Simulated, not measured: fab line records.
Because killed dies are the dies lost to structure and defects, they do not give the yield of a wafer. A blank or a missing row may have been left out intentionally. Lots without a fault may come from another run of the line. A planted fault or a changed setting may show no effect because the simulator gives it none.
A struck lot beside a sound one / flow berkeley cmos170 / 17 out of 331 route steps
Sound: wafers L696.1, L696.4, L696.6. Struck: wafers L702.3, L702.4, L702.5. Last of all comes the cause.
Order at every step that has rows: each side's tool, ch and its chambers, its first start. Under that, the readings that differ: sound wafers / struck wafers / difference of the means / sigmas: that difference in standard deviations of wafers without a fault.
alike: readings whose means differ by less than 2 such deviations, and words and numbers that are the same on both sides. not compared: withheld readings, readings that some wafer has no value for, bounds like >300 that may hide the same value, and numbers for which the record gives no deviation and whose values overlap.
A row with sigmas, a row that says differs or no value, or rows on one side alone: a step with any of these is where the two part. Numbers that don't overlap but have no deviation are shown without sigmas and don't part them. Lack of a reading on every wafer of one side parts them only where that side has two or more wafers.

first, 1 step without rows for these wafers: UCB170_NLDD_IMPLANT_09.
UCB170_NLDD_STRIP_10: strips in O2.
  sound on plasma asher-01 ch 0,1, day 8 11:50; struck on plasma asher-02 ch 0,1, day 10 16:08
reading=strip time to endpoint s (s); sound=21.69 21.76 21.72; struck=21.60 21.58 21.57; difference=-0.14; sigmas=-2
  alike: drypump motor current A, oes product au
  not compared: rf hours counter h
UCB170_NLDD_TW_MEAS_11:
  sound on film metro-03 at day 8 11:56; struck on film metro-03 at day 10 16:13
  alike: NLDD_TW
then, 1 step without rows for these wafers: UCB170_NLDD_CLEAN_12 (cleans in SPM, time 600 s).
UCB170_SPACER_CVD_00: deposits SiO2 from TEOS/O2, target thk 376 nm, time 47 s.
  sound on pecvd-02 ch 1,2, day 8 12:10; struck on pecvd-04 ch 1,2, day 10 16:27
  alike: heater power w
UCB170_SPACER_THK_MEAS_01:
  sound on film metro-04 at day 8 12:13; struck on film metro-02 at day 10 16:31
  alike: SPACER_TEOS_THK
then, 1 step without rows for these wafers: UCB170_SPACER_ANNEAL_02 (time 1800 s).
UCB170_SPACER_ETCHBACK_03: etches SiO2 in CHF3/CF4/Ar, stops on Si, target depth 376 nm, time 100 s.
  sound on rie diel-02 ch 0,1,3, day 8 21:38; struck on rie diel-04 ch 0,1,2, day 10 22:56
  alike: cf4 flow sccm, drypump motor current A, oes product au, throttle valve pct
  not compared: rf hours counter h
then, 4 steps without rows for these wafers: UCB170_PSD_HMDS_00 (prime time 60 s); UCB170_PSD_COAT_01 (resist thk 900 nm); UCB170_PSD_SOFTBAKE_02 (time 60 s); UCB170_PSD_EXPOSE_03 (exposes mask PSELECT MOD, target cd 1200 nm).
UCB170_PSD_PEB_04:
  sound on litho track-02 ch 0, day 8 22:31; struck on litho track-02 ch 0, day 10 23:37
reading=heater power total W (W); sound=56.78 56.80 56.77; struck=55.35 55.34 55.32; difference=-1.45; sigmas=-31
reading=plate temp C (C); sound=129.87 130.24 129.88; struck=127.36 127.15 127.48; difference=-2.67; sigmas=-22
then, 1 step without rows for these wafers: UCB170_PSD_DEVELOP_05 (develop time 45 s).
UCB170_PSD_CD_MEAS_06: the cd target is 1200 nm.
  sound on cd sem-02 at day 8 22:48; struck on cd sem-01 at day 10 23:53
reading=cd nm (nm); sound=1199.5 1199.4 1198.6; struck=1179.5 1180.2 1179.8; difference=-19.3; sigmas=-14
UCB170_PSD_OVL_MEAS_07:
  sound on overlay-02 at day 8 22:55; struck on overlay-01 at day 10 23:58
  alike: PSD_OVL
UCB170_M3_PROBE_99:
  rows exist in the record for the struck wafers here (prober-01, day 12 04:44), but not for the sound ones

## WHERE THEY PART
Last at UCB170_M3_PROBE_99 as far as this record goes, first at UCB170_NLDD_STRIP_10.

WHY: what the simulator had put in
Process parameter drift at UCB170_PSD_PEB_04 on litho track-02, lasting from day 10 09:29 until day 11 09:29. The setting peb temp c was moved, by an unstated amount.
